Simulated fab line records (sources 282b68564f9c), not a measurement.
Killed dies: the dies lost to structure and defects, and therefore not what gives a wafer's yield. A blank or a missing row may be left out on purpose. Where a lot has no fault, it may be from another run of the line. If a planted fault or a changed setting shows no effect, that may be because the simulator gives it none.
A lot that was struck, set against a sound lot :: flow ritCmos :: 15 steps out of a route of 202
Sound: these wafers, L920.2, L920.3, L920.4. The struck wafers were L913.2, L913.3, L913.5. The cause is named last.
At each step with rows: each side's tool, then ch and its chambers, then its first start. Under that, the readings that differ: sound wafers :: struck wafers :: difference of the means :: sigmas: that difference in standard deviations of wafers without a fault.
alike: words and numbers the same on both sides, and readings whose means are apart by under 2 such deviations; not compared: readings that were withheld, readings missing a value for some wafer, numbers with overlapping values and no deviation given by the record, and bounds like >300 which may hide the same value.
A row with sigmas, a row that says differs or no value, or rows on one side alone: a step with any of these is where the two part. Numbers that have no deviation but don't overlap get no sigmas and don't part them. A reading that every wafer of one side lacks parts them only if that side has two wafers or more.

first, 1 step without rows for these wafers: RIT_PRETRO_DEVELOP_05 (develop time 68 s).
RIT_PRETRO_OVL_MEAS_06:
  sound on overlay-02, day 4 09:23; struck on overlay-01, day 2 21:20
  alike: PRETRO_OVL
then, 2 steps without rows for these wafers: RIT_PRETRO_HARDBAKE_07 (time 120 s); RIT_PRETRO_IMPLANT_08.
RIT_PRETRO_STRIP_09: strips in O2, time 180 s.
  sound on plasmaAsher-01 ch 0,1, day 4 09:49; struck on plasmaAsher-02 ch 1, day 2 21:46
  alike: drypumpMotorCurrentA
  not compared: rfHoursCounterH
RIT_PRETRO_TW_MEAS_10:
  sound on filmMetro-04, day 4 09:59; struck on filmMetro-02, day 2 21:57
reading: PRETRO_TW
sound: 484 483 484
struck: 475 476 473
difference: -9
sigmas: -2
then, 5 steps without rows for these wafers: RIT_GATE_WET_ETCH_00 (etches SiO2 in BOE, target depth 56 nm, time 60 s); RIT_GATE_CLEAN_01 (cleans in SC1, time 600 s); RIT_GATE_CLEAN_02 (cleans in dHF, time 30 s); RIT_GATE_CLEAN_03 (cleans in SC2, time 600 s); RIT_GATE_CLEAN_04 (cleans in dHF, time 60 s).
RIT_FOX2_THK_MEAS_91:
  sound on filmMetro-04, day 4 10:29; struck on filmMetro-02, day 2 22:29
  alike: FIELD_OXIDE_LEFT_2_THK
-- the record jumps here: 5 days lie between the struck wafers' starts before and after (it left off in module FOX2 and takes up again in module GATE, whose first step shown is number 75 of the route) --
RIT_GATE_OXIDATION_05: target thk 3 nm, ox time 270 s.
  sound on furnace-02 ch 0, day 4 10:32; struck on furnace-02 ch 0, day 7 22:32
  alike: zonePowerCentrePct
then, 1 step without rows for these wafers: RIT_GATE_ANNEAL_06 (time 600 s).
RIT_M1_PROBE_99:
  sound on prober-01, day 5 11:25; struck on prober-02, day 8 23:01
reading: killedAtContacts
sound: 0 1 1
struck: 0 0 0
difference: -1
sigmas: -2

reading: model.etest.nmos_0p15.gateBvV (V)
sound: 4.757 4.714 4.72
struck: 4.396 4.287 4.378
difference: -0.377
sigmas: 

reading: model.etest.pmos_0p15.gateBvV (V)
sound: 4.699 4.614 4.638
struck: 4.303 4.203 4.281
difference: -0.388
sigmas: 

reading: model.etest.pmos_0p15.bvV (V)
sound: 5.692 5.614 5.648
struck: 5.395 5.302 5.369
difference: -0.296
sigmas: 

reading: model.etest.pmos_0p3.bvV (V)
sound: 5.69 5.612 5.645
struck: 5.393 5.301 5.367
difference: -0.295
sigmas: 

reading: model.etest.nmos_0p3.bvV (V)
sound: 5.47 5.438 5.451
struck: 5.285 5.218 5.27
difference: -0.195
sigmas: 

reading: model.etest.nmos_0p15.bvV (V)
sound: 5.47 5.438 5.451
struck: 5.285 5.218 5.27
difference: -0.195
sigmas: 
  alike: killedAtFrontEnd, killedDies, killedOnRim, killedOpen, killedShort

== WHERE THEY PART ==
First at RIT_PRETRO_TW_MEAS_10; last, within this record, at RIT_M1_PROBE_99.

WHY: what had been put in by the simulator
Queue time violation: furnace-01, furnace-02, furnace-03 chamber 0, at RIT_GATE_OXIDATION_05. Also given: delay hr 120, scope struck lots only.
